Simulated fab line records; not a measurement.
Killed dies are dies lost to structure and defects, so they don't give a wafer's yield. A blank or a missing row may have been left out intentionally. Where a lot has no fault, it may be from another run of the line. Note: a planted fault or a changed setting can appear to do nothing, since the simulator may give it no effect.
Problem report in the 8D (eight disciplines) form, filled by code | flow berkeley-cmos170 | the parts of the form that need people (team, actions taken, sign-off) are left out

== 1. THE ISSUE ==
Across 6 wafers from 2 lots, SPACER_TEOS_THK at UCB170_SPACER_THK_MEAS_01 averages 356 nm, while fault-free wafers read 389 nm with a standard deviation of 4.2. That is -7.8 standard deviations from the usual mean.
First seen on wafer L840.2, day 8 00:29, on film-metro-02. Wafers with a number at this step in the record: 42, from 14 lots. Rule for "out", or "out of limits": more than 4 standard deviations from the usual mean. All remaining wafers that have a number are taken as sound.

== 2. WHAT IT IS, AND WHAT IT ISN'T ==
question                    | is                           | is not
which readings at this step | SPACER_TEOS_THK              | -
which lots                  | L840, L844                   | L835, L836, L839, L842, L848, L849, L850, L852, L853, L854, L857, L858
which wafers of those lots  | all that have a number       | -
read on which gauges        | film-metro-02, film-metro-03 | film-metro-04
when                        | from day 8 00:29             | up to then (12 sound wafers); but 24 sound wafers of L848, L849, L850, L852, L853, L854, L857, L858 came after

== 3. SUSPECTS, AND WHAT RULES EACH OUT ==
Counting: a tool at any process step up to the reading remains a suspect when it ran all the lots that are out and ran no sound lot after the first of those.
- the gauge at UCB170_SPACER_THK_MEAS_01 is ruled out. The wafers that are out were read on 2 gauges (film-metro-02, film-metro-03).
- pecvd-01 at UCB170_SPACER_CVD_00 (deposits SiO2 from TEOS/O2, target thk 376 nm, time 48.54 s): kept. All lots that are out passed through it, beginning with L840 at day 8 00:26, and no sound lot followed; its final sound lot before that point was L835 at day 6 21:13.
Remaining after the count: pecvd-01 at UCB170_SPACER_CVD_00.

== 4. THE CAUSE (what the simulator had put in) ==
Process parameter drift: pecvd-01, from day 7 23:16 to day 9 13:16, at UCB170_SPACER_CVD_00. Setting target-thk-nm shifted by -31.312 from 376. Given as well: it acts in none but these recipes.
This tool alone remained once counting was done.

== 5. THE EFFECT CHAIN, in route order ==
One row per reading whose mean, taken over the struck wafers that have a number, lies over 3 standard deviations from the usual. Only readings for which the record gives a usual standard deviation are gone through. hours: the time from each lot's start at the first step in this table that gives one to its start at this step, as a median over the lots. sigmas: the change in usual standard deviations.
hours | step                      | reading         | usual      | on struck wafers | change | sigmas
0     | UCB170_SPACER_THK_MEAS_01 | SPACER_TEOS_THK | 389 nm     | 356              | -33    | -7.8
3     | UCB170_SPACER_ETCHBACK_03 | oes-product-au  | 0.923 a.u. | 0.866            | -0.057 | -4.4
Here are the process steps it includes:
- UCB170_SPACER_ETCHBACK_03: etches SiO2 in CHF3/CF4/Ar, stops on Si, target depth 376 nm, time 100 s.

== 6. HOW IT WOULD HAVE BEEN CAUGHT EARLIER ==
In this record the first reading out of limits at a measuring or inspecting step was taken at day 8 00:29, 1 hour after the fault began at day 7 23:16.
No tool reading at UCB170_SPACER_CVD_00 that has a usual standard deviation in the record was out on any struck wafer, so an alarm limit of 4 standard deviations on those readings would not have fired.
Among the 2 lots that are out, L844 began UCB170_SPACER_CVD_00 on pecvd-01 after day 8 00:29. A tool hold placed at that time would have kept it from harm.
